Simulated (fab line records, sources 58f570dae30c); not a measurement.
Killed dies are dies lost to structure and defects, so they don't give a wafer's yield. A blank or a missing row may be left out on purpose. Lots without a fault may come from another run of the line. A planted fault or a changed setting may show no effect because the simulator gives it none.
fab line records | flow berkeley_cmos170
record lots=12 wafers=36 last_day=12
route steps=331 shown PLDD@156 NSD@195 NLDD@209 SILICIDE@212
lots that met no fault: from a run of the same line without faults
start_h: hours from the record's first day to the start of the lot's first wafer shown | wait_h: hours since the lot's step before | " the same as in the row above | L1.1+2: a row that stands for several wafers | - no value, or no start given | * or withheld: withheld | < > ~ a bound
route shown NAME@n: a module of which the file shows steps, and the number in the route of the first | usual: mean/standard deviation of fault-free wafers | same: alike in all rows | chamber/n: place in a boat | sites: the reading at each site | _std_site: their standard deviation | _edge_site: outer sites' mean less inner sites' | radius_mm: how far each site lies from the wafer's centre | mask NAME#n: copy n | behind: the tool/chamber that last shaped the wafer | hold: why the lot was held/for how many hours/how that ended | device: the transistor (n, p or np) that didn't switch | end of line: the same wafers' tests at the end of the route | a step without rows: its recipe alone | killed: dies lost to structure and defects at the first sort, not the wafer's yield | map: a wafer's dies, x killed, . not, _ none there
set.NAME: the setting as run; set.NAME@STEP: as run at that earlier step | model.NAME: the simulator's own value behind a step, which no gauge read
steps of the route over a sample of lots; a table a step, a row a wafer
services: from which hour (start_h, from the record's first day; less than 0 if before it) a tool's chamber was out of use, for how many hours, and why
## steps
# step UCB170_PLDD_TW_MEAS_11
# usual PLDD_TW=1010/9.5
# columns lot.wafer tool chamber start_h wait_h PLDD_TW
L935.1 film_metro-02 - 135.95 0.1 1018
L935.3 " - " " 1016
L935.4 " - " " 1020
L936.1 film_metro-02 - 154.53 0.1 1019
L936.4 " - " " 1016
L936.6 " - " " 1015
L938.1 film_metro-04 - 155.19 0.1 996
L938.3 " - " " 997
L938.5 " - " " 1000
L937.4 film_metro-03 - 155.29 0.1 1007
L937.5 " - " " 1006
L937.6 " - " " 1006
L939.1 film_metro-03 - 163.44 0.1 1007
L939.4 " - " " 1010
L939.5 " - " " 1006
L941.3 film_metro-02 - 163.75 0.1 1016
L941.4 " - " " 1025
L941.5 " - " " 1021
L940.2 film_metro-04 - 163.98 0.1 997
L940.3 " - " " 999
L940.5 " - " " 994
L943.4 film_metro-04 - 182.58 0.1 1003
L943.5 " - " " 999
L943.6 " - " " 998
L942.1 film_metro-02 - 182.97 0.1 1017
L942.2 " - " " 1013
L942.4 " - " " 1019
L948.3 film_metro-04 - 218.20 0.1 1001
L948.5 " - " " 996
L948.6 " - " " 999
L951.1 film_metro-03 - 227.24 0.1 1006
L951.2 " - " " 1010
L951.6 " - " " 1013
L957.1 film_metro-02 - 258.68 0.1 1023
L957.2 " - " " 1023
L957.6 " - " " 1023
# step UCB170_NSD_IMPLANT_08
# recipe species=P dose_cm2=3e+15 energy_kev=40 tilt_deg=7
# usual dose_ions_cm2=3e+15/3.5e+12 end_station_pressure_torr=1.25e-05/6.5e-07 faraday_current_uA=9255/190
# same implant_ion_amu=31
# columns lot.wafer tool chamber start_h wait_h dose_ions_cm2 end_station_pressure_torr faraday_current_uA
L935.1 implanter-01 0 146.49 0.0 2.998e+15 1.25e-05 9246
L935.3 " 0 " " 3.003e+15 1.28e-05 9355
L935.4 " 0 " " 3.004e+15 1.31e-05 9533
L936.1 implanter-01 0 166.58 0.0 3.001e+15 1.22e-05 9260
L936.4 " 0 " " 2.998e+15 1.27e-05 9193
L936.6 " 0 " " 3e+15 1.17e-05 9262
L937.4 implanter-03 0 167.35 0.1 3.003e+15 1.33e-05 9240
L937.5 " 0 " " 3.009e+15 1.24e-05 8983
L937.6 " 0 " " 3.001e+15 1.22e-05 9568
L938.1 implanter-03 0 168.74 0.0 2.998e+15 1.13e-05 9423
L938.3 " 0 " " 2.999e+15 1.35e-05 9115
L938.5 " 0 " " 3.001e+15 1.24e-05 9303
L941.3 implanter-01 0 174.03 0.1 3.004e+15 1.25e-05 9698
L941.4 " 0 " " 3.001e+15 1.15e-05 8921
L941.5 " 0 " " 3.001e+15 1.34e-05 9430
L939.1 implanter-03 0 175.00 0.0 2.994e+15 1.35e-05 9409
L939.4 " 0 " " 2.996e+15 1.29e-05 9424
L939.5 " 0 " " 2.996e+15 1.28e-05 9092
L940.2 implanter-04 0 175.41 0.0 3.003e+15 1.3e-05 9055
L940.3 " 0 " " 3.005e+15 1.25e-05 8995
L940.5 " 0 " " 3.003e+15 1.11e-05 9324
L942.1 implanter-04 0 193.08 0.0 2.999e+15 1.28e-05 9347
L942.2 " 0 " " 3.003e+15 1.18e-05 9105
L942.4 " 0 " " 2.996e+15 1.13e-05 9288
L943.4 implanter-01 0 193.70 0.1 2.995e+15 1.3e-05 9163
L943.5 " 0 " " 3.001e+15 1.33e-05 9649
L943.6 " 0 " " 3.004e+15 1.33e-05 9003
L948.3 implanter-03 0 225.77 0.1 2.097e+15 1.11e-05 6099
L948.5 " 0 " " 2.097e+15 1.11e-05 6694
L948.6 " 0 " " 2.099e+15 9.9e-06 6496
L951.1 implanter-03 0 240.83 0.0 2.099e+15 1.01e-05 6625
L951.2 " 0 " " 2.1e+15 1.05e-05 6427
L951.6 " 0 " " 2.103e+15 1.04e-05 6559
L957.1 implanter-01 0 270.59 0.0 2.995e+15 1.25e-05 9042
L957.2 " 0 " " 3e+15 1.36e-05 9065
L957.6 " 0 " " 3e+15 1.22e-05 8922
# step UCB170_NSD_STRIP_09
# recipe chemistry=O2 power_w=400 pressure_mtorr=3500 platen_temp_c=withheld o2_flow_sccm=400 overash_fraction=0.5
# usual drypump_motor_current_A=5.8/0.34 o2_flow_sccm=399.7/1.1 oes_product_au=0.534/0.0043 strip_time_to_endpoint_s=35.80/0.072
# columns lot.wafer tool chamber start_h wait_h drypump_motor_current_A o2_flow_sccm oes_product_au rf_hours_counter_h strip_time_to_endpoint_s
L935.1 plasma_asher-01 1 146.64 0.1 5.5 400.2 0.533 35 35.82
L935.3 " 1 " " 5.5 400.4 0.526 - 35.77
L935.4 " 0 " " 6.2 398.4 0.533 - 35.82
L936.1 plasma_asher-03 0 166.73 0.1 5.8 400.2 0.538 6 35.85
L936.4 " 0 " " 5.8 400.3 0.540 - 35.78
L936.6 " 0 " " 5.8 399.8 0.529 - 35.80
L937.4 plasma_asher-01 1 167.45 0.1 5.5 399.5 0.527 - 35.76
L937.5 " 0 " " 6.2 400.6 0.525 - 35.76
L937.6 " 1 " " 5.5 399.6 0.543 - 35.72
L938.1 plasma_asher-03 0 168.89 0.1 5.8 397.5 0.539 6 35.71
L938.3 " 1 " " 5.5 400.9 0.532 - 35.71
L938.5 " 1 " " 5.5 400.2 0.534 - 35.73
L941.3 plasma_asher-03 0 174.16 0.1 5.8 398.7 0.528 - 35.82
L941.4 " 1 " " 5.5 398.8 0.531 - 35.88
L941.5 " 1 " " 5.4 399.6 0.533 - 35.95
L939.1 plasma_asher-03 0 175.15 0.1 5.9 398.1 0.525 7 35.84
L939.4 " 1 " " 5.4 400.7 0.538 - 35.83
L939.5 " 1 " " 5.5 401.8 0.528 - 35.92
L940.2 plasma_asher-01 0 175.54 0.1 6.2 398.6 0.544 37 35.76
L940.3 " 1 " " 5.5 399.4 0.528 - 35.98
L940.5 " 1 " " 5.5 399.4 0.531 - 35.85
L942.1 plasma_asher-03 1 193.23 0.1 5.5 398.2 0.535 9 35.66
L942.2 " 0 " " 5.8 399.4 0.526 9 35.66
L942.4 " 0 " " 5.8 400.6 0.531 - 35.66
L943.4 plasma_asher-03 0 193.81 0.1 5.8 400.2 0.534 - 35.67
L943.5 " 1 " " 5.4 398.7 0.529 - 35.73
L943.6 " 0 " " 5.8 399.5 0.531 - 35.66
L948.3 plasma_asher-01 0 225.90 0.1 6.2 397.4 0.569 - 32.51
L948.5 " 1 " " 5.5 400.3 0.562 - 32.51
L948.6 " 0 " " 6.2 397.2 0.572 - 32.54
L951.1 plasma_asher-03 0 240.98 0.1 5.8 398.7 0.569 12 32.44
L951.2 " 1 " " 5.5 401.5 0.567 12 32.51
L951.6 " 0 " " 5.9 400.8 0.565 - 32.46
L957.1 plasma_asher-03 1 270.74 0.1 5.4 399.2 0.536 16 35.74
L957.2 " 0 " " 5.9 400.3 0.539 16 35.73
L957.6 " 1 " " 5.4 399.9 0.537 - 35.73
# step UCB170_NSD_TW_MEAS_10
# usual NSD_TW=4177/41
# columns lot.wafer tool chamber start_h wait_h NSD_TW
L935.1 film_metro-03 - 146.74 0.1 4162
L935.3 " - " " 4169
L935.4 " - " " 4153
L936.1 film_metro-02 - 166.83 0.1 4211
L936.4 " - " " 4228
L936.6 " - " " 4222
L937.4 film_metro-03 - 167.55 0.1 4151
L937.5 " - " " 4186
L937.6 " - " " 4153
L938.1 film_metro-04 - 168.99 0.1 4141
L938.3 " - " " 4148
L938.5 " - " " 4121
L941.3 film_metro-03 - 174.25 0.1 4199
L941.4 " - " " 4197
L941.5 " - " " 4191
L939.1 film_metro-03 - 175.25 0.1 4193
L939.4 " - " " 4179
L939.5 " - " " 4183
L940.2 film_metro-03 - 175.65 0.1 4182
L940.3 " - " " 4182
L940.5 " - " " 4188
L942.1 film_metro-02 - 193.33 0.1 4256
L942.2 " - " " 4236
L942.4 " - " " 4223
L943.4 film_metro-04 - 193.91 0.1 4127
L943.5 " - " " 4118
L943.6 " - " " 4127
L948.3 film_metro-02 - 225.99 0.1 4051
L948.5 " - " " 4030
L948.6 " - " " 4044
L951.1 film_metro-04 - 241.08 0.1 3954
L951.2 " - " " 3965
L951.6 " - " " 3960
L957.1 film_metro-04 - 270.84 0.1 4122
L957.2 " - " " 4129
L957.6 " - " " 4136
# step UCB170_SDANNEAL_RS_MEAS_03
# recipe thk_meas_gauge=four-point-probe
# usual NSD_RS=37.29/0.089
# columns lot.wafer tool chamber start_h wait_h NSD_RS[ohm/sq]
L935.1 film_metro-02 - 147.96 0.1 37.30
L935.3 " - " " 37.33
L935.4 " - " " 37.26
L936.1 film_metro-03 - 168.23 0.1 37.29
L936.4 " - " " 37.24
L936.6 " - " " 37.24
L937.4 film_metro-02 - 169.19 0.1 37.33
L937.5 " - " " 37.34
L937.6 " - " " 37.32
L938.1 film_metro-03 - 170.21 0.1 37.32
L938.3 " - " " 37.31
L938.5 " - " " 37.22
L941.3 film_metro-02 - 175.53 0.1 37.17
L941.4 " - " " 37.09
L941.5 " - " " 37.15
L939.1 film_metro-03 - 176.85 0.1 37.10
L939.4 " - " " 37.21
L939.5 " - " " 37.09
L940.2 film_metro-02 - 177.06 0.1 37.28
L940.3 " - " " 37.23
L940.5 " - " " 37.33
L942.1 film_metro-04 - 195.21 0.1 37.28
L942.2 " - " " 37.36
L942.4 " - " " 37.43
L943.4 film_metro-02 - 196.28 0.1 37.33
L943.5 " - " " 37.27
L943.6 " - " " 37.40
L948.3 film_metro-04 - 227.60 0.1 45.29
L948.5 " - " " 45.49
L948.6 " - " " 45.42
L951.1 film_metro-02 - 242.56 0.1 45.52
L951.2 " - " " 45.29
L951.6 " - " " 45.42
L957.1 film_metro-04 - 272.19 0.1 37.48
L957.2 " - " " 37.46
L957.6 " - " " 37.43
# step UCB170_SDANNEAL_RS_MEAS_05
# recipe thk_meas_gauge=four-point-probe
# usual NLDD_RS=616.7/1.3
# columns lot.wafer tool chamber start_h wait_h NLDD_RS[ohm/sq]
L935.1 film_metro-02 - 148.20 0.1 615.4
L935.3 " - " " 617.0
L935.4 " - " " 618.2
L936.1 film_metro-03 - 168.47 0.1 617.9
L936.4 " - " " 615.9
L936.6 " - " " 614.6
L937.4 film_metro-02 - 169.43 0.1 617.8
L937.5 " - " " 615.7
L937.6 " - " " 617.5
L938.1 film_metro-03 - 170.45 0.1 616.2
L938.3 " - " " 616.1
L938.5 " - " " 616.1
L941.3 film_metro-02 - 175.77 0.1 620.3
L941.4 " - " " 615.9
L941.5 " - " " 618.6
L939.1 film_metro-03 - 177.09 0.1 614.5
L939.4 " - " " 614.7
L939.5 " - " " 615.3
L940.2 film_metro-02 - 177.30 0.1 617.0
L940.3 " - " " 616.9
L940.5 " - " " 617.5
L942.1 film_metro-04 - 195.45 0.1 618.3
L942.2 " - " " 616.7
L942.4 " - " " 617.3
L943.4 film_metro-02 - 196.52 0.1 617.1
L943.5 " - " " 617.1
L943.6 " - " " 617.8
L948.3 film_metro-04 - 227.84 0.1 617.1
L948.5 " - " " 616.9
L948.6 " - " " 616.9
L951.1 film_metro-02 - 242.80 0.1 616.9
L951.2 " - " " 618.2
L951.6 " - " " 618.2
L957.1 film_metro-04 - 272.43 0.1 615.7
L957.2 " - " " 617.5
L957.6 " - " " 616.9
# step UCB170_SILICIDE_RS_MEAS_02
# recipe thk_meas_gauge=four-point-probe reads=Ti_of_SILICIDE_SPUTTER_01
# usual SILICIDE_TI_RS=26.0/0.31
# columns lot.wafer tool chamber start_h wait_h SILICIDE_TI_RS[ohm/sq]
L935.1 film_metro-04 - 148.41 0.0 26.7
L935.3 " - " " 26.3
L935.4 " - " " 26.3
L936.1 film_metro-02 - 168.68 0.0 26.0
L936.4 " - " " 25.5
L936.6 " - " " 25.2
L937.4 film_metro-04 - 169.64 0.1 26.0
L937.5 " - " " 25.9
L937.6 " - " " 26.1
L938.1 film_metro-01 - 170.67 0.0 26.2
L938.3 " - " " 26.4
L938.5 " - " " 26.9
L941.3 film_metro-04 - 175.99 0.1 26.1
L941.4 " - " " 26.1
L941.5 " - " " 25.8
L939.1 film_metro-04 - 177.31 0.0 25.8
L939.4 " - " " 25.7
L939.5 " - " " 25.4
L940.2 film_metro-01 - 177.52 0.0 25.8
L940.3 " - " " 25.9
L940.5 " - " " 26.2
L942.1 film_metro-01 - 195.67 0.0 26.1
L942.2 " - " " 25.6
L942.4 " - " " 25.7
L943.4 film_metro-04 - 196.74 0.1 25.8
L943.5 " - " " 26.3
L943.6 " - " " 25.9
L948.3 film_metro-02 - 228.06 0.1 26.4
L948.5 " - " " 26.7
L948.6 " - " " 26.2
L951.1 film_metro-01 - 243.02 0.0 25.8
L951.2 " - " " 26.1
L951.6 " - " " 25.8
L957.1 film_metro-04 - 272.64 0.0 26.3
L957.2 " - " " 26.3
L957.6 " - " " 26.2
## services
# columns tool chamber start_h hours kind
implanter-01 - 137.14 5.2 pm
implanter-03 - 137.39 4.1 repair
implanter-04 - 155.25 2.4 repair
implanter-01 - 210.28 4.3 pm
plasma_asher-03 - 218.62 8.3 repair
## key
first_sign step=UCB170_NSD_IMPLANT_08 reading=dose_ions_cm2 direction=down sigmas=99+ usual=3e+15 struck=2.099e+15
effect step=UCB170_NSD_IMPLANT_08 reading=faraday_current_uA direction=down sigmas=14 usual=9255 struck=6483
effect step=UCB170_NSD_STRIP_09 reading=strip_time_to_endpoint_s direction=down sigmas=46 usual=* struck=*
effect step=UCB170_NSD_TW_MEAS_10 reading=NSD_TW direction=down sigmas=4.3 usual=4177 struck=4001
effect step=UCB170_SDANNEAL_RS_MEAS_03 reading=NSD_RS direction=up sigmas=91 usual=37.29 struck=45.40
met_at UCB170_NSD_IMPLANT_08
struck_lots L948,L951
sort_left_out L951.1,L951.2,L951.6
tester_left_out L948,L951
not_acting_at UCB170_PLDD_TW_MEAS_11,UCB170_SDANNEAL_RS_MEAS_05,UCB170_SILICIDE_RS_MEAS_02
onset_between 175.00 225.77
fault kind=process_parameter_drift tool=implanter-03 chamber=- onset_h=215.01 steps=UCB170_NSD_IMPLANT_08 channel=dose_cm2 offset=-9e+14 shape=step end_h=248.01 acts_in=these_recipes_only stated=3e+15
# tester_left_out: of these lots the tester's yield and bins aren't shown, on N5 and GAA mostly nor the transistor test; their killed dies are dies lost to structure and defects alone, not to doping, threshold or leakage, so they don't give the yield
# sort_left_out: the simulated sort isn't trusted on such a fault, so these wafers' sort isn't shown, and their yield isn't known
